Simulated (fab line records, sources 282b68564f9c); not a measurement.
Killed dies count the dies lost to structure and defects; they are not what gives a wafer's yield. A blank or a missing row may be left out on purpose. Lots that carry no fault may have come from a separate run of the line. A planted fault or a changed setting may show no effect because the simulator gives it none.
fab line records	flow rit_cmos
record: lots: 6	wafers: 18	last_day: 6
route steps=202 shown NWELL@38 PWELL@39 WELLDRIVE@50 NRETRO@53 M1@202
lots with no fault: from the same line, run without faults
start_h: start of the lot's first displayed wafer, in hours after the record's first day	wait_h: time in hours since the lot's previous step	" unchanged from the row above	L1.1+2: a single row standing in for several wafers	- no value, or no start was given	* or withheld: withheld	< > ~ a bound
route shown NAME@n: a module of which the file shows steps, and the number in the route of the first	usual: the fault-free wafers' mean and standard deviation	same: alike in all rows	chamber/n: place in a boat	sites: readings site by site	_std_site: how widely they spread, as a standard deviation	_edge_site: inner sites' mean taken away from outer sites' mean	radius_mm: for every site, how far away it sits from the centre of the wafer	mask NAME#n: copy n	behind: the most recent tool/chamber to have shaped the wafer	hold: why the lot went on hold/how many hours it stayed there/how the hold came to an end	device: the n, p or np transistor that did not switch	end of line: the route-end tests of the same wafers	a step with no rows: only its recipe	killed: dies that structure and defects cost at the first sort, which is not the same as the wafer's yield	map: the dies of a wafer, with x for killed, . for not killed, _ for no die there
set.NAME: setting as actually run; set.NAME@STEP: the setting as run at that earlier step	model.NAME: the simulator's own value behind a step, which no gauge read
a table for each step, a row for each wafer; lots at some steps of the route
services: when a tool's chamber went out of use (start_h, in hours from the record's first day, below 0 if earlier), for how many hours, and the reason
== steps ==
step: RIT_NWELL_TW_MEAS_10
usual: NWELL_TW: 2133/22
lot.wafer	tool	chamber	start_h	wait_h	NWELL_TW
L115.1	film_metro-01	-	25.99	0.1	2140
L115.4	"	-	"	"	2166
L115.5	"	-	"	"	2156
L120.2	film_metro-03	-	52.21	0.1	2102
L120.5	"	-	"	"	2126
L120.6	"	-	"	"	2114
L121.2	film_metro-04	-	55.89	0.1	2126
L121.3	"	-	"	"	2143
L121.5	"	-	"	"	2142
L125.2	film_metro-04	-	76.16	0.1	2158
L125.4	"	-	"	"	2162
L125.6	"	-	"	"	2155
L126.1	film_metro-01	-	81.06	0.1	2150
L126.5	"	-	"	"	2154
L126.6	"	-	"	"	2149
L131.1	film_metro-04	-	108.76	0.1	2145
L131.2	"	-	"	"	2148
L131.5	"	-	"	"	2146
step: RIT_PWELL_HMDS_00
recipe: prime_time_s: 60	prime_temp_c: 140
step: RIT_PWELL_COAT_01
recipe: resist: NOVOLAK	spin_rpm: 2000	resist_thk_nm: 1300
step: RIT_PWELL_SOFTBAKE_02
recipe: resist: NOVOLAK	temp_c: 90	time_s: 60
step: RIT_PWELL_EXPOSE_03
recipe: mask_id: M3	na: 0.57	target_cd_nm: 43700	dose_mj: 250
step: RIT_PWELL_PEB_04
recipe: resist: NOVOLAK	temp_c: withheld	time_s: withheld
step: RIT_PWELL_DEVELOP_05
recipe: resist: NOVOLAK	develop_time_s: 68	dev_temp_c: 23
step: RIT_PWELL_OVL_MEAS_06
usual: PWELL_OVL: 0.2/1.4
lot.wafer	tool	chamber	start_h	wait_h	PWELL_OVL[nm]
L115.1	overlay-01	-	27.06	-	-1.3
L115.4	"	-	"	"	-3.8
L115.5	"	-	"	"	-1.4
L120.2	overlay-02	-	53.27	-	1.0
L120.5	"	-	"	"	1.8
L120.6	"	-	"	"	2.9
L121.2	overlay-01	-	56.83	-	0.1
L121.3	"	-	"	"	-0.2
L121.5	"	-	"	"	-0.4
L125.2	overlay-02	-	77.32	-	-1.2
L125.4	"	-	"	"	1.5
L125.6	"	-	"	"	0.1
L126.1	overlay-02	-	82.00	-	1.6
L126.5	"	-	"	"	-0.9
L126.6	"	-	"	"	1.9
L131.1	overlay-01	-	109.70	-	0.1
L131.2	"	-	"	"	-0.7
L131.5	"	-	"	"	-1.2
step: RIT_PWELL_HARDBAKE_07
recipe: resist: NOVOLAK	temp_c: 140	time_s: 120
step: RIT_PWELL_IMPLANT_08
recipe: species: B	energy_kev: 170	dose_cm2: 7e+13	tilt_deg: 7
step: RIT_PWELL_STRIP_09
recipe: chemistry: O2	time_s: 180	resist: NOVOLAK	platen_temp_c: withheld	power_w: 500	pressure_mtorr: 4000	o2_flow_sccm: 4000
usual: drypump_motor_current_A: 5.9/0.31	o2_flow_sccm: 4001/13
lot.wafer	tool	chamber	start_h	wait_h	drypump_motor_current_A	o2_flow_sccm	rf_hours_counter_h
L115.1	plasma_asher-04	0	27.50	0.1	5.9	3993	41
L115.4	"	1	"	"	5.8	3989	-
L115.5	"	1	"	"	5.8	3991	-
L120.2	plasma_asher-02	0	53.92	0.1	6.2	3986	40
L120.5	"	1	"	"	5.5	4007	-
L120.6	"	0	"	"	6.2	3996	-
L121.2	plasma_asher-01	1	57.26	0.1	6.0	3985	25
L121.3	"	1	"	"	6.0	3987	-
L121.5	"	1	"	"	6.0	3984	-
L125.2	plasma_asher-04	1	77.76	0.1	5.8	4026	46
L125.4	"	0	"	"	5.9	3999	-
L125.6	"	1	"	"	5.7	4005	-
L126.1	plasma_asher-02	1	82.43	0.1	5.5	4004	44
L126.5	"	0	"	"	6.2	3982	-
L126.6	"	1	"	"	5.5	4009	-
L131.1	plasma_asher-04	0	110.21	0.1	5.9	3985	49
L131.2	"	1	"	"	5.8	4011	49
L131.5	"	0	"	"	5.9	4002	-
step: RIT_PWELL_TW_MEAS_10
usual: PWELL_TW: 943/11
lot.wafer	tool	chamber	start_h	wait_h	PWELL_TW
L115.1	film_metro-03	-	27.67	0.1	933
L115.4	"	-	"	"	933
L115.5	"	-	"	"	937
L120.2	film_metro-03	-	54.10	0.1	939
L120.5	"	-	"	"	935
L120.6	"	-	"	"	939
L121.2	film_metro-04	-	57.44	0.1	949
L121.3	"	-	"	"	949
L121.5	"	-	"	"	946
L125.2	film_metro-01	-	77.95	0.1	955
L125.4	"	-	"	"	956
L125.6	"	-	"	"	955
L126.1	film_metro-03	-	82.61	0.1	937
L126.5	"	-	"	"	933
L126.6	"	-	"	"	937
L131.1	film_metro-03	-	110.39	0.1	929
L131.2	"	-	"	"	935
L131.5	"	-	"	"	933
step: RIT_WELLDRIVE_ANNEAL_00
recipe: temp_c: 1100	time_s: 14700	ambient: N2
usual: spike_tc_centre_C: 1102.6/1.2	spike_tc_load_C: 1129/4.1	tube_center_temp_C: 1100/0.11	tube_center_temp_C_max: 1102.9/0.49
lot.wafer	tool	chamber	start_h	wait_h	spike_tc_centre_C	spike_tc_load_C	tube_center_temp_C	tube_center_temp_C_max
L115.1	furnace-02	0	27.73	0.1	1101.3	1123	1100	1102.8
L115.4	"	0	"	"	1102.1	1123	1100	1103.2
L115.5	"	0	"	"	1102.5	1124	1100.1	1103.1
L120.2	furnace-01	0	54.15	0.0	1101.8	1133	1100.1	1102.0
L120.5	"	0	"	"	1102.3	1131	1100.1	1102.5
L120.6	"	0	"	"	1100.4	1133	1100	1103.4
L121.2	furnace-02	0	58.20	0.8	1083.1	1104	1082	1084.7
L121.3	"	0	"	"	1084.5	1104	1082	1084.5
L121.5	"	0	"	"	1084.5	1105	1082.1	1084.9
L125.2	furnace-02	0	78.00	0.0	1085.6	1103	1082.2	1084.7
L125.4	"	0	"	"	1085.4	1106	1082	1086.1
L125.6	"	0	"	"	1083.4	1105	1082.1	1085.7
L126.1	furnace-04	0	83.02	0.4	1106.1	1126	1099.8	1102.4
L126.5	"	0	"	"	1102.6	1127	1100	1102.4
L126.6	"	0	"	"	1102.2	1124	1099.9	1102.6
L131.1	furnace-04	0	110.93	0.5	1103.5	1127	1099.9	1103.1
L131.2	"	0	"	"	1102.1	1125	1100	1102.3
L131.5	"	0	"	"	1103.0	1124	1100	1102.8
step: RIT_WELLDRIVE_RS_MEAS_01
recipe: thk_meas_gauge: four-point-probe
usual: NWELL_RS: 275.4/0.7
lot.wafer	tool	chamber	start_h	wait_h	NWELL_RS[ohm/sq]
L115.1	film_metro-03	-	32.81	0.0	275.4
L115.4	"	-	"	"	274.8
L115.5	"	-	"	"	274.9
L120.2	film_metro-01	-	59.26	0.0	275.8
L120.5	"	-	"	"	275.3
L120.6	"	-	"	"	275.1
L121.2	film_metro-01	-	63.30	0.0	296.1
L121.3	"	-	"	"	296.0
L121.5	"	-	"	"	297.3
L125.2	film_metro-03	-	83.10	0.0	294.5
L125.4	"	-	"	"	294.8
L125.6	"	-	"	"	294.1
L126.1	film_metro-04	-	88.10	0.0	275.0
L126.5	"	-	"	"	275.3
L126.6	"	-	"	"	275.7
L131.1	film_metro-04	-	116.02	0.0	274.5
L131.2	"	-	"	"	274.0
L131.5	"	-	"	"	273.8
step: RIT_WELLDRIVE_RS_MEAS_02
recipe: thk_meas_gauge: four-point-probe
usual: PWELL_RS: 429.4/1.1
lot.wafer	tool	chamber	start_h	wait_h	PWELL_RS[ohm/sq]
L115.1	film_metro-03	-	32.93	0.1	430.1
L115.4	"	-	"	"	428.5
L115.5	"	-	"	"	428.9
L120.2	film_metro-01	-	59.38	0.1	429.3
L120.5	"	-	"	"	429.8
L120.6	"	-	"	"	429.9
L121.2	film_metro-01	-	63.42	0.1	450.4
L121.3	"	-	"	"	449.8
L121.5	"	-	"	"	449.8
L125.2	film_metro-03	-	83.22	0.1	450.4
L125.4	"	-	"	"	449.0
L125.6	"	-	"	"	446.9
L126.1	film_metro-04	-	88.22	0.1	428.9
L126.5	"	-	"	"	428.4
L126.6	"	-	"	"	429.4
L131.1	film_metro-04	-	116.14	0.1	429.7
L131.2	"	-	"	"	431.1
L131.5	"	-	"	"	430.9
step: RIT_NRETRO_HMDS_00
recipe: prime_time_s: 60	prime_temp_c: 140
step: RIT_M1_PROBE_99
usual: killed_at_front_end: 6.6/2.7	killed_dies: 6.7/2.7	killed_open: 3.3/1.9	killed_short: 3.4/1.9
same: gross_dies: 264	killed_at_M0_to_M3: 0	killed_at_M4_up: 0	killed_at_back_side: 0	killed_at_contacts: 0	killed_at_other: 0
lot.wafer	tool	chamber	start_h	wait_h	killed_at_front_end	killed_dies	killed_open	killed_short	model.etest.nwell_pinched.rs_ohm_sq	model.etest.pwell_pinched.rs_ohm_sq	model.etest.pwell.rs_ohm_sq	model.etest.pmos_narrow.drive_ua_um	model.etest.pmos_0p3.drive_ua_um	model.etest.field_n.vt_v	model.etest.field_p_metal.vt_v	model.etest.field_p.vt_v
L115.1	prober-02	-	63.81	0.1	9	9	4	5	342.2	464.6	412.1	101.1	98.11	33.38	-28.09	-12.12
L115.4	prober-02	-	63.96	0.2	8	8	2	6	340.6	468.2	415.8	98.52	97.47	34.1	-28.3	-12.13
L115.5	prober-02	-	64.01	0.2	5	5	1	4	342.2	468.1	416.9	98.44	96.23	34.26	-28.3	-12.19
L120.2	prober-01	-	88.72	0.1	3	3	1	2	341.6	464.2	416.5	99.25	98.12	34.33	-29.48	-12.83
L120.5	prober-01	-	88.87	0.2	5	5	2	3	343.4	462.9	419.4	98.97	95.37	34.39	-29.72	-12.88
L120.6	prober-01	-	88.92	0.2	7	7	5	2	338.5	462.6	420.4	102.8	101.5	34.09	-30.25	-12.87
L121.2	prober-02	-	92.57	0.1	6	6	4	2	378.9	481.2	428.7	90.19	90.04	35.21	-25.89	-10.93
L121.3	prober-02	-	92.62	0.2	5	5	2	3	383.1	485.5	430.7	91.68	91.22	35.13	-26.31	-10.99
L121.5	prober-02	-	92.72	0.2	12	12	9	3	377.5	481	433.5	92.28	92.5	36.28	-25.97	-10.85
L125.2	prober-02	-	113.58	0.1	7	7	2	5	373.9	483.9	439.9	99.55	98.94	36.89	-26.74	-11.47
L125.4	prober-02	-	113.68	0.2	4	4	2	2	380.3	485.7	435.6	100.8	101.5	36.82	-27.11	-11.39
L125.6	prober-02	-	113.78	0.2	7	7	3	4	373.5	476.2	434	99.16	98.47	36.89	-27.1	-11.44
L126.1	prober-01	-	119.69	0.1	10	10	3	7	338.5	459.5	415.5	103.7	102.8	34.36	-29.15	-12.57
L126.5	prober-01	-	119.89	0.2	13	13	4	9	335.9	460.2	419.3	105.8	103.7	34.43	-29.71	-12.68
L126.6	prober-01	-	119.94	0.2	9	9	4	5	337.6	451.6	410.8	104.7	103.1	34.03	-29.3	-12.55
L131.1	prober-01	-	148.20	0.1	5	5	2	3	334.8	463.4	414.4	100.7	98.76	33.49	-29.91	-12.72
L131.2	prober-01	-	148.25	0.1	8	8	1	7	337.9	463.9	420.6	95.37	95.91	34.09	-29.21	-12.71
L131.5	prober-01	-	148.40	0.2	7	7	3	4	333.8	460.6	421.8	104.2	103.1	34.13	-30.09	-12.77
killed by level:class
L115.1 SILICIDE:geometric_particle:short=2 FOX1:geometric_particle:open=1 GATE:geometric_particle:open=1 GATE:geometric_particle:short=1 REOX:geometric_particle:open=1 REOX:geometric_particle:short=1 SPACER:geometric_particle:short=1 SPACER:geometric_particle:open=1
L115.4 FOX1:geometric_particle:short=2 SILICIDE:geometric_particle:short=2 FOX1:geometric_particle:open=1 FOX2:geometric_particle:short=1 GATE:geometric_particle:short=1 SILICIDE:geometric_particle:open=1
L115.5 GATE:geometric_particle:short=2 REOX:geometric_particle:short=1 SILICIDE:geometric_particle:open=1 SILICIDE:geometric_particle:short=1
L120.2 FOX1:geometric_particle:short=1 GATE:geometric_particle:open=1 REOX:geometric_particle:short=1
L120.5 SPACER:geometric_particle:open=2 ACTIVE:geometric_particle:short=1 SPACER:geometric_particle:short=1 REOX:geometric_particle:short=1
L120.6 SPACER:geometric_particle:open=2 FOX1:geometric_particle:open=1 FOX2:geometric_particle:short=1 GATE:geometric_particle:open=1 REOX:geometric_particle:open=1 SPACER:geometric_particle:short=1
L121.2 SILICIDE:geometric_particle:open=2 FOX1:geometric_particle:short=1 GATE:geometric_particle:open=1 GATE:geometric_particle:short=1 REOX:geometric_particle:open=1
L121.3 SPACER:geometric_particle:short=2 FOX1:geometric_particle:short=1 FOX2:geometric_particle:open=1 SPACER:geometric_particle:open=1
L121.5 GATE:geometric_particle:open=4 REOX:geometric_particle:open=2 SPACER:geometric_particle:open=2 FOX1:geometric_particle:open=1 FOX1:geometric_particle:short=1 SILICIDE:geometric_particle:short=1 GATE:geometric_particle:short=1
L125.2 SILICIDE:geometric_particle:short=3 SPACER:geometric_particle:open=2 FOX1:geometric_particle:short=1 REOX:geometric_particle:short=1
L125.4 FOX1:geometric_particle:open=1 GATE:geometric_particle:short=1 REOX:geometric_particle:open=1 REOX:geometric_particle:short=1
L125.6 GATE:geometric_particle:short=2 FOX2:geometric_particle:open=1 FOX2:geometric_particle:short=1 GATE:geometric_particle:open=1 REOX:geometric_particle:open=1 SILICIDE:geometric_particle:short=1
L126.1 REOX:geometric_particle:short=3 SPACER:geometric_particle:short=2 SILICIDE:geometric_particle:open=2 FOX1:geometric_particle:open=1 GATE:geometric_particle:short=1 SILICIDE:geometric_particle:short=1
L126.5 SILICIDE:geometric_particle:short=3 FOX1:geometric_particle:short=2 GATE:geometric_particle:open=2 SPACER:geometric_particle:open=2 SPACER:geometric_particle:short=2 FOX2:geometric_particle:short=1 REOX:geometric_particle:short=1
L126.6 SPACER:geometric_particle:short=3 GATE:geometric_particle:open=2 FOX1:geometric_particle:short=1 GATE:geometric_particle:short=1 SPACER:geometric_particle:open=1 SILICIDE:geometric_particle:open=1
L131.1 GATE:geometric_particle:short=2 FOX1:geometric_particle:open=1 GATE:geometric_particle:open=1 REOX:geometric_particle:short=1
L131.2 FOX1:geometric_particle:short=2 REOX:geometric_particle:short=2 FOX2:geometric_particle:short=1 GATE:geometric_particle:open=1 SPACER:geometric_particle:short=1 SILICIDE:geometric_particle:short=1
L131.5 FOX1:geometric_particle:open=2 GATE:geometric_particle:short=2 FOX1:geometric_particle:short=1 FOX2:geometric_particle:short=1 FOX2:geometric_particle:open=1
== services ==
tool	chamber	start_h	hours	kind
plasma_asher-01	-	18.18	1.8	repair
plasma_asher-01	-	19.20	6.0	repair
furnace-04	-	27.05	2.7	pm
furnace-01	-	28.89	2.7	pm
plasma_asher-02	-	43.78	0.9	repair
furnace-02	-	83.08	75.5	pm
== key ==
first_sign: step: RIT_WELLDRIVE_ANNEAL_00	reading: tube_center_temp_C	direction: down	sigmas: 99+	usual: *	struck: *
effect: step: RIT_WELLDRIVE_ANNEAL_00	reading: tube_center_temp_C_max	direction: down	sigmas: 37	usual: *	struck: *
effect: step: RIT_WELLDRIVE_RS_MEAS_01	reading: NWELL_RS	direction: up	sigmas: 29	usual: 275.4	struck: 295.5
effect: step: RIT_WELLDRIVE_RS_MEAS_02	reading: PWELL_RS	direction: up	sigmas: 18	usual: 429.4	struck: 449.4
model_effect: step: RIT_M1_PROBE_99	value: etest.nwell_pinched.rs_ohm_sq	without: 337.2	struck: 377.9
met_at RIT_WELLDRIVE_ANNEAL_00
struck_wafers L121.2,L121.3,L121.5,L125.2,L125.4,L125.6
tester_left_out L121,L125
onset_between 27.73 58.20
fault: kind: process_parameter_drift	tool: furnace-02	chamber: -	onset_h: 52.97	steps: RIT_WELLDRIVE_ANNEAL_00	channel: temp_c	offset: *	shape: step	end_h: 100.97	acts_in: *	stated: *
tester_left_out: of these lots the tester's yield and bins aren't shown, on N5 and GAA mostly nor the transistor test; their killed dies are dies lost to structure and defects alone, not to doping, threshold or leakage, so they don't give the yield
